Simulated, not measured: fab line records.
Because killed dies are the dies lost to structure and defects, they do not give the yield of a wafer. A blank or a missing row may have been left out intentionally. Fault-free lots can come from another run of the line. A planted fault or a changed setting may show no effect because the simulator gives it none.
The tool behind it: which one? ; flow berkeleyCmos170 ; 42 wafers from 14 lots sampled at 3 of the route's 331 steps

== WHAT EACH GAUGE READ, for each wafer ==
UCB170_ACTIVE_THK_MEAS_03. Usual: ACTIVE_OXIDE_THK gives 26.5 nm (standard deviation 0.43).
lot;measured;on;ACTIVE_OXIDE_THK (nm);flag
L586;day 3 21:56;filmMetro-02;26.3 26.5 26.5;
L587;day 4 01:18;filmMetro-02;26.2 26.1 25.2;
L588;day 4 04:01;filmMetro-02;26.1 26.6 26.3;
L590;day 4 09:59;filmMetro-02;26.4 26.3 26.0;
L593;day 5 05:18;filmMetro-03;26.4 26.4 25.8;
L594;day 5 20:55;filmMetro-03;25.9 26.1 26.0;
L597;day 6 11:44;filmMetro-02;27.4 27.1 27.0;
L598;day 6 11:44;filmMetro-03;26.7 26.4 26.5;
L599;day 6 14:42;filmMetro-03;26.2 26.5 25.9;
L600;day 6 14:42;filmMetro-02;26.2 26.2 26.3;
L605;day 8 02:41;filmMetro-03;27.0 27.0 27.1;
L603;day 8 02:46;filmMetro-04;26.5 26.2 26.2;
L607;day 8 04:35;filmMetro-02;26.6 26.6 26.6;
L608;day 8 04:35;filmMetro-03;26.7 26.7 27.0;

UCB170_FIELD_THK_MEAS_02. Usual: FIELD_OXIDE_THK gives 560 nm (standard deviation 9.7).
lot;measured;on;FIELD_OXIDE_THK (nm);flag
L586;day 4 12:11;filmMetro-02;545 544 545;
L587;day 4 16:26;filmMetro-02;547 532 542;
L588;day 4 20:47;filmMetro-04;555 554 560;
L590;day 5 02:37;filmMetro-01;567 567 566;
L593;day 5 22:56;filmMetro-04;559 564 561;
L594;day 6 14:17;filmMetro-04;574 575 572;
L597;day 7 05:17;filmMetro-02;564 568 574;
L598;day 7 05:14;filmMetro-02;551 555 557;
L599;day 7 05:13;filmMetro-01;581 576 582;
L600;day 7 05:13;filmMetro-04;554 555 560;
L605;day 8 20:30;filmMetro-01;559 552 570;
L603;day 8 20:33;filmMetro-04;575 564 573;
L607;day 8 20:35;filmMetro-04;559 573 566;
L608;day 8 20:34;filmMetro-01;558 557 554;

UCB170_NVT_OVL_MEAS_06. Usual: NVT_OVL gives 0 nm (standard deviation 6.1).
lot;measured;on;NVT_OVL (nm);flag
L586;day 5 18:18;overlay-02;-7 0 3;
L587;day 5 23:58;overlay-01;9 0 -11;
L588;day 5 23:40;overlay-01;6 6 6;
L590;day 6 07:27;overlay-02;6 6 7;
L593;day 7 01:30;overlay-01;-6 -10 3;
L594;day 7 06:23;overlay-02;-1 -3 4;
L597;day 8 02:47;overlay-02;-2 8 0;
L598;day 8 03:15;overlay-01;9 7 3;
L599;day 8 03:03;overlay-02;3 4 -2;
L600;day 8 02:30;overlay-02;3 -1 0;
L605;day 9 12:32;overlay-01;-2 7 13;
L603;day 9 12:35;overlay-02;11 1 8;
L607;day 9 12:17;overlay-01;2 0 2;
L608;day 9 12:25;overlay-02;-4 -17 -17;

== WHICH TOOL RAN EACH LOT (tool, then ch and the chambers of the sampled wafers, then the start) ==
The record shows no process step preceding these readings.

== WHAT THE TOOLS THEMSELVES READ (means of the sampled wafers that have a number; where no wafer has one, the mark that the record gives instead) ==
The record holds no such reading with a usual standard deviation.

== THE ANSWER, worked out from the rows above alone ==
Rule: take the mean of a lot's wafers that have a number; if it is more than 3 standard deviations from the usual mean, the lot is off. A lot without any number at a reading at which 4 lots or more have one is off too. The other lots that the step has rows for count as sound. First the gauges in route order, then the tools' own readings, where a lot's mean is used as printed above. At the first step where some lot is off, the reading lying furthest off is the one used; lots without a number count as furthest.
Across all readings shown, no lot is off: no conclusion can be drawn from this.

== WHAT WAS PUT IN BY THE SIMULATOR ==
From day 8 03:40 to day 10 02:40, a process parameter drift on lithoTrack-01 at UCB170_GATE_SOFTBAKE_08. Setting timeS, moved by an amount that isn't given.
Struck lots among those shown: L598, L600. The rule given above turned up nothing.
